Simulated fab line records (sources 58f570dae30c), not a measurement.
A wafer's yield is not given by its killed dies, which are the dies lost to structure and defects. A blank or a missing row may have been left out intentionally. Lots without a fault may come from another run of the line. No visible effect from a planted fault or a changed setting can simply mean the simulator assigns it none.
Code-filled problem report in 8D (eight disciplines) form | flow berkeley-cmos170 | the parts of the form that need people (team, actions taken, sign-off) are left out

## 1. WHAT WENT WRONG
At UCB170_PFIELD_STRIP_08, strip-time-to-endpoint-s averages 25.94 s over 6 wafers from 2 lots, while fault-free wafers read 21.62 s, standard deviation 0.074. That is +58 standard deviations from the usual mean.
The step: strips in O2.
First observed at day 8 10:55: wafer L727.1, on plasma-asher-04. At this step, 42 wafers from 14 lots have a number in the record. Rule for "out", or "out of limits": more than 4 standard deviations from the usual mean. Any other wafer with a number is counted as sound.

## 2. WHAT IT IS, AND WHAT IT ISN'T
question                    | is                               | is not
which readings at this step | strip-time-to-endpoint-s         | drypump-motor-current-A, oes-product-au
which lots                  | L727, L729                       | L709, L712, L713, L714, L715, L716, L717, L718, L719, L726, L730, L731
which wafers of those lots  | all that have a number           | -
read on which tools         | plasma-asher-02, plasma-asher-04 | plasma-asher-01
when                        | from day 8 10:55                 | up to then (30 sound wafers); but 6 sound wafers of L730, L731 came after

## 3. WHAT RULES OUT EACH SUSPECT
Counting: any tool at a process step up to the reading is kept as a suspect provided that every lot that is out went through it and no sound lot did after the first of them.
- litho-track-02 at UCB170_PFIELD_COAT_01 (resist thk 900 nm): kept. All lots that are out passed through it, beginning with L727 at day 8 09:54, and no sound lot followed; its final sound lot before that point was L726 at day 7 23:14.
Left after counting: litho-track-02 at UCB170_PFIELD_COAT_01.

## 4. THE CAUSE (what the simulator had put in)
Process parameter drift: litho-track-02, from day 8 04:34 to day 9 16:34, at UCB170_PFIELD_COAT_01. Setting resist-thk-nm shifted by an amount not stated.
This tool alone remained once counting was done.

## 5. THE CHAIN OF EFFECTS, in route order
Each row: a reading whose mean over the struck wafers that have a number lies more than 3 standard deviations from the usual. Scope: only readings with a usual standard deviation given in the record; hours: median across lots of the time from each lot's start at the first step in this table that gives one to its start at this step; sigmas: change in usual standard deviations.
hours | step                   | reading                  | usual   | on struck wafers | change | sigmas
0     | UCB170_PFIELD_STRIP_08 | strip-time-to-endpoint-s | 21.62 s | 25.94            | +4.32  | +58
Its process steps:
- UCB170_PFIELD_STRIP_08: strips in O2.

## 6. WHAT WOULD HAVE CAUGHT IT SOONER
In this record no reading fell out of limits until day 8 10:55, 6 hours after the fault had begun at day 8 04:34.
Of the lots that are out (2), L729 began UCB170_PFIELD_COAT_01 on litho-track-02 after day 8 10:55. It would have been spared by a hold on the tool at that moment.
